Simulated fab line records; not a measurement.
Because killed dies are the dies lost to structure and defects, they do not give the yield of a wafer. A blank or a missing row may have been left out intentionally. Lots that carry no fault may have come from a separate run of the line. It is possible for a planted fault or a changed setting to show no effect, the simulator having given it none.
fab line records -- flow rit-cmos
record lots=12, wafers=36, last-day=5
route steps=202 shown PWELL@47
lots with no fault: from the same line, run without faults
start-h: hours from the record's first day to the start of the lot's first wafer shown -- wait-h: hours since the lot's step before -- " the same as in the row above -- L1.1+2: one row covering several wafers at once -- - no value, or no start was given -- * or withheld: withheld -- < > ~ a bound
route shown NAME@n: NAME is a module with steps in the file, n the number in the route of the first one -- usual: mean/standard deviation of fault-free wafers -- same: alike in all rows -- chamber/n: place in a boat -- sites: the reading at each site -- _std_site: the values' standard deviation -- _edge_site: mean of outer sites minus mean of inner sites -- radius-mm: how far each site lies from the wafer's centre -- mask NAME#n: copy n -- behind: the tool/chamber that last shaped the wafer -- hold: what put the lot on hold/how long, in hours/how the hold closed -- device: the transistor (n, p or np) that didn't switch -- end of line: tests run on the same wafers once the route is complete -- step lacking rows: just its recipe -- killed: dies that structure and defects cost at the first sort, which is not the same as the wafer's yield -- map: shows each die of a wafer: x if killed, . if not, _ if none is there
set.NAME: setting as actually run; set.NAME@STEP: the setting as run at that earlier step -- model.NAME: the simulator's own value behind a step, which no gauge read
a sample of lots followed through the steps of the route, with each step as a table and each wafer as a row
services: when a tool's chamber went out of use (start-h, in hours from the record's first day, below 0 if earlier), for how many hours, and the reason
## steps
# step RIT_PWELL_IMPLANT_08
# recipe species=B, energy-kev=170, dose-cm2=7e+13, tilt-deg=7
# usual beam-energy-keV=170.00/0.06, implant-ion-amu=11/0
lot.wafer,tool,chamber,start-h,wait-h,beam-energy-keV,implant-ion-amu
L850.1,implanter-01,0,25.03,0.2,169.89,11
L850.2,implanter-01,0,25.03,0.2,169.93,11
L850.4,implanter-01,0,25.03,0.2,169.94,11
L851.2,implanter-01,0,28.80,0.2,169.97,11
L851.4,implanter-01,0,28.80,0.2,169.92,11
L851.6,implanter-01,0,28.80,0.2,170.08,11
L852.4,implanter-04,0,33.78,0.2,170.03,11
L852.5,implanter-04,0,33.78,0.2,169.89,11
L852.6,implanter-04,0,33.78,0.2,169.95,11
L853.1,implanter-03,0,38.83,0.2,169.92,11
L853.4,implanter-03,0,38.83,0.2,170.02,11
L853.6,implanter-03,0,38.83,0.2,170.02,11
L854.1,implanter-04,0,42.68,0.2,170.09,11
L854.3,implanter-04,0,42.68,0.2,170.02,11
L854.6,implanter-04,0,42.68,0.2,170.08,11
L855.4,implanter-03,0,51.42,0.2,169.98,11
L855.5,implanter-03,0,51.42,0.2,170.04,11
L855.6,implanter-03,0,51.42,0.2,170.03,11
L856.1,implanter-04,0,54.24,0.2,170.03,11
L856.3,implanter-04,0,54.24,0.2,170.05,11
L856.5,implanter-04,0,54.24,0.2,170.09,11
L857.1,implanter-03,0,60.18,0.2,170.01,11
L857.3,implanter-03,0,60.18,0.2,170.00,11
L857.4,implanter-03,0,60.18,0.2,170.03,11
L860.2,implanter-04,0,73.30,0.2,170.08,49
L860.4,implanter-04,0,73.30,0.2,169.96,49
L860.5,implanter-04,0,73.30,0.2,170.03,49
L861.1,implanter-01,0,78.35,0.2,170.07,49
L861.3,implanter-01,0,78.35,0.2,170.07,49
L861.5,implanter-01,0,78.35,0.2,169.99,49
L862.3,implanter-04,0,86.72,0.2,169.94,49
L862.5,implanter-04,0,86.72,0.2,169.86,49
L862.6,implanter-04,0,86.72,0.2,169.92,49
L863.1,implanter-01,0,90.49,0.2,169.92,49
L863.3,implanter-01,0,90.49,0.2,170.02,49
L863.6,implanter-01,0,90.49,0.2,169.94,49
# step RIT_PWELL_TW_MEAS_10
# usual PWELL_TW=953/9.5
lot.wafer,tool,chamber,start-h,wait-h,PWELL_TW
L850.1,film-metro-02,-,25.35,0.1,945
L850.2,film-metro-02,-,25.35,0.1,952
L850.4,film-metro-02,-,25.35,0.1,949
L851.2,film-metro-02,-,29.11,0.1,945
L851.4,film-metro-02,-,29.11,0.1,945
L851.6,film-metro-02,-,29.11,0.1,946
L852.4,film-metro-04,-,34.06,0.1,962
L852.5,film-metro-04,-,34.06,0.1,964
L852.6,film-metro-04,-,34.06,0.1,960
L853.1,film-metro-02,-,39.16,0.1,945
L853.4,film-metro-02,-,39.16,0.1,944
L853.6,film-metro-02,-,39.16,0.1,941
L854.1,film-metro-04,-,43.00,0.1,966
L854.3,film-metro-04,-,43.00,0.1,968
L854.6,film-metro-04,-,43.00,0.1,965
L855.4,film-metro-04,-,51.70,0.1,968
L855.5,film-metro-04,-,51.70,0.1,970
L855.6,film-metro-04,-,51.70,0.1,966
L856.1,film-metro-04,-,54.56,0.1,961
L856.3,film-metro-04,-,54.56,0.1,966
L856.5,film-metro-04,-,54.56,0.1,969
L857.1,film-metro-01,-,60.50,0.1,950
L857.3,film-metro-01,-,60.50,0.1,945
L857.4,film-metro-01,-,60.50,0.1,947
L860.2,film-metro-02,-,73.61,0.1,1874
L860.4,film-metro-02,-,73.61,0.1,1876
L860.5,film-metro-02,-,73.61,0.1,1870
L861.1,film-metro-02,-,78.68,0.1,1879
L861.3,film-metro-02,-,78.68,0.1,1866
L861.5,film-metro-02,-,78.68,0.1,1868
L862.3,film-metro-04,-,87.02,0.1,1903
L862.5,film-metro-04,-,87.02,0.1,1896
L862.6,film-metro-04,-,87.02,0.1,1897
L863.1,film-metro-02,-,90.81,0.1,1872
L863.3,film-metro-02,-,90.81,0.1,1863
L863.6,film-metro-02,-,90.81,0.1,1882
# step RIT_WELLDRIVE_RS_MEAS_02
# recipe thk-meas-gauge=four-point-probe
# usual PWELL_RS=429.6/1.4
lot.wafer,tool,chamber,start-h,wait-h,PWELL_RS[ohm/sq]
L850.1,film-metro-04,-,31.12,0.1,428.6
L850.2,film-metro-04,-,31.12,0.1,428.4
L850.4,film-metro-04,-,31.12,0.1,429.2
L851.2,film-metro-01,-,34.39,0.1,432.8
L851.4,film-metro-01,-,34.39,0.1,431.7
L851.6,film-metro-01,-,34.39,0.1,429.8
L852.4,film-metro-01,-,39.51,0.1,430.6
L852.5,film-metro-01,-,39.51,0.1,428.7
L852.6,film-metro-01,-,39.51,0.1,430.2
L853.1,film-metro-04,-,45.00,0.1,430.4
L853.4,film-metro-04,-,45.00,0.1,430.2
L853.6,film-metro-04,-,45.00,0.1,430.0
L854.1,film-metro-02,-,50.08,0.1,430.3
L854.3,film-metro-02,-,50.08,0.1,429.8
L854.6,film-metro-02,-,50.08,0.1,428.8
L855.4,film-metro-01,-,56.99,0.1,428.4
L855.5,film-metro-01,-,56.99,0.1,430.1
L855.6,film-metro-01,-,56.99,0.1,430.2
L856.1,film-metro-02,-,62.02,0.1,428.9
L856.3,film-metro-02,-,62.02,0.1,429.1
L856.5,film-metro-02,-,62.02,0.1,428.2
L857.1,film-metro-04,-,66.85,0.1,431.3
L857.3,film-metro-04,-,66.85,0.1,429.7
L857.4,film-metro-04,-,66.85,0.1,430.6
L860.2,film-metro-02,-,81.46,0.1,464.3
L860.4,film-metro-02,-,81.46,0.1,465.2
L860.5,film-metro-02,-,81.46,0.1,464.4
L861.1,film-metro-02,-,84.83,0.1,461.8
L861.3,film-metro-02,-,84.83,0.1,462.9
L861.5,film-metro-02,-,84.83,0.1,463.2
L862.3,film-metro-04,-,92.31,0.1,463.7
L862.5,film-metro-04,-,92.31,0.1,463.5
L862.6,film-metro-04,-,92.31,0.1,465.5
L863.1,film-metro-02,-,97.30,0.1,464.5
L863.3,film-metro-02,-,97.30,0.1,464.8
L863.6,film-metro-02,-,97.30,0.1,465.4
## services
tool,chamber,start-h,hours,kind
implanter-03,-,18.40,1.7,repair
implanter-04,-,37.98,2.9,pm
implanter-04,-,44.98,1.8,repair
implanter-03,-,46.58,2.2,pm
implanter-01,-,52.60,4.1,repair
implanter-04,-,62.62,6.2,repair
implanter-03,-,89.53,3.3,repair
## key
first-sign step=RIT_PWELL_IMPLANT_08, reading=implant-ion-amu, direction=up, sigmas=99+, usual=11, struck=49
effect step=RIT_PWELL_TW_MEAS_10, reading=PWELL_TW, direction=up, sigmas=97, usual=953, struck=1879
effect step=RIT_WELLDRIVE_RS_MEAS_02, reading=PWELL_RS, direction=up, sigmas=25, usual=429.6, struck=464.1
met-at RIT_PWELL_IMPLANT_08
struck-lots L860,L861,L862,L863
tester-left-out L860,L861,L862,L863
onset-between 60.18 73.30
fault kind=wrong-recipe-download, tool=implanter-01,implanter-03,implanter-04, chamber=-, onset-h=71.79, steps=RIT_PWELL_IMPLANT_08, wrong-recipe.not-listed=1
# tester-left-out: of these lots the tester's yield and bins aren't shown, on N5 and GAA mostly nor the transistor test; their killed dies are dies lost to structure and defects alone, not to doping, threshold or leakage, so they don't give the yield
